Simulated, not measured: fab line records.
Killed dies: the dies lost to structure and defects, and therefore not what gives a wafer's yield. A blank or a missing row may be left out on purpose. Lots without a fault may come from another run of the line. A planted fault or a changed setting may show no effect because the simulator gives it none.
Which tool did it? -- flow berkeleyCmos170 -- 15 lots (45 wafers sampled), 1 step of a 331-step route

## WHAT EACH GAUGE READ, for each wafer
The record lacks any reading of a measuring or inspecting step that a usual standard deviation could be used to judge.

## EACH LOT AND THE TOOL THAT RAN IT (in order: tool; ch and the chambers of the sampled wafers; start)
lot,UCB170_M3_HMDS_04
L165,"lithoTrack-04 ch 0, day 8 10:40"
L166,"lithoTrack-04 ch 0, day 8 23:39"
L167,"lithoTrack-04 ch 0, day 9 01:59"
L169,"lithoTrack-04 ch 0, day 9 12:59"
L170,"lithoTrack-03 ch 0, day 9 17:28"
L168,"lithoTrack-04 ch 0, day 9 22:37"
L174,"lithoTrack-04 ch 0, day 10 04:18"
L172,"lithoTrack-04 ch 0, day 10 05:01"
L180,"lithoTrack-03 ch 0, day 12 02:41"
L183,"lithoTrack-03 ch 0, day 12 16:17"
L185,"lithoTrack-04 ch 0, day 13 03:17"
L187,"lithoTrack-03 ch 0, day 13 03:52"
L186,"lithoTrack-03 ch 0, day 13 07:51"
L184,"lithoTrack-04 ch 0, day 13 08:34"
L188,"lithoTrack-02 ch 0, day 14 00:13"
- UCB170_M3_HMDS_04: prime time 60 s.

## AS READ BY THE TOOLS THEMSELVES (means over the sampled wafers that have a number; for cases with no such wafer, the mark the record gives instead)
UCB170_M3_HMDS_04.
lot,tool,primeTempC (C)
L165,lithoTrack-04,100.09
L166,lithoTrack-04,99.80
L167,lithoTrack-04,99.90
L169,lithoTrack-04,99.98
L170,lithoTrack-03,99.82
L168,lithoTrack-04,101.14
L174,lithoTrack-04,101.02
L172,lithoTrack-04,101.05
L180,lithoTrack-03,99.82
L183,lithoTrack-03,100.07
L185,lithoTrack-04,99.92
L187,lithoTrack-03,99.92
L186,lithoTrack-03,99.85
L184,lithoTrack-04,100.03
L188,lithoTrack-02,99.85

## THE ANSWER, worked out from the rows above alone
Rule: usual is defined by the lots themselves. Put in order of their means at a reading, lots are off if they are a third of the lots or fewer, leave a main group of 4 or more, and stand apart from it by a gap of 3 or more times the standard deviation of the main group's means; of several such gaps the widest counts. The tables above print the reading to a certain number of digits; a main group whose means all agree to those digits is not used. A lot without any number at a reading at which 4 lots or more have one is off too. The other lots that the step has rows for count as sound. Order of review: gauges by route order, followed by the tools' own readings, for which a lot's mean as printed above is used. The first step at which some lot is off is used, and at that step the reading that is off furthest; a lot without a number counts as furthest.
Off at UCB170_M3_HMDS_04 (primeTempC): L168, L174, L172. Main group: mean 99.92 C, sd 0.096.
If a tool, at that step or one of the process steps before it, ran each lot that is off and ran no sound lot following the first of them, it fits. Not one of the candidates tried fits.

## WHAT WAS PUT IN BY THE SIMULATOR
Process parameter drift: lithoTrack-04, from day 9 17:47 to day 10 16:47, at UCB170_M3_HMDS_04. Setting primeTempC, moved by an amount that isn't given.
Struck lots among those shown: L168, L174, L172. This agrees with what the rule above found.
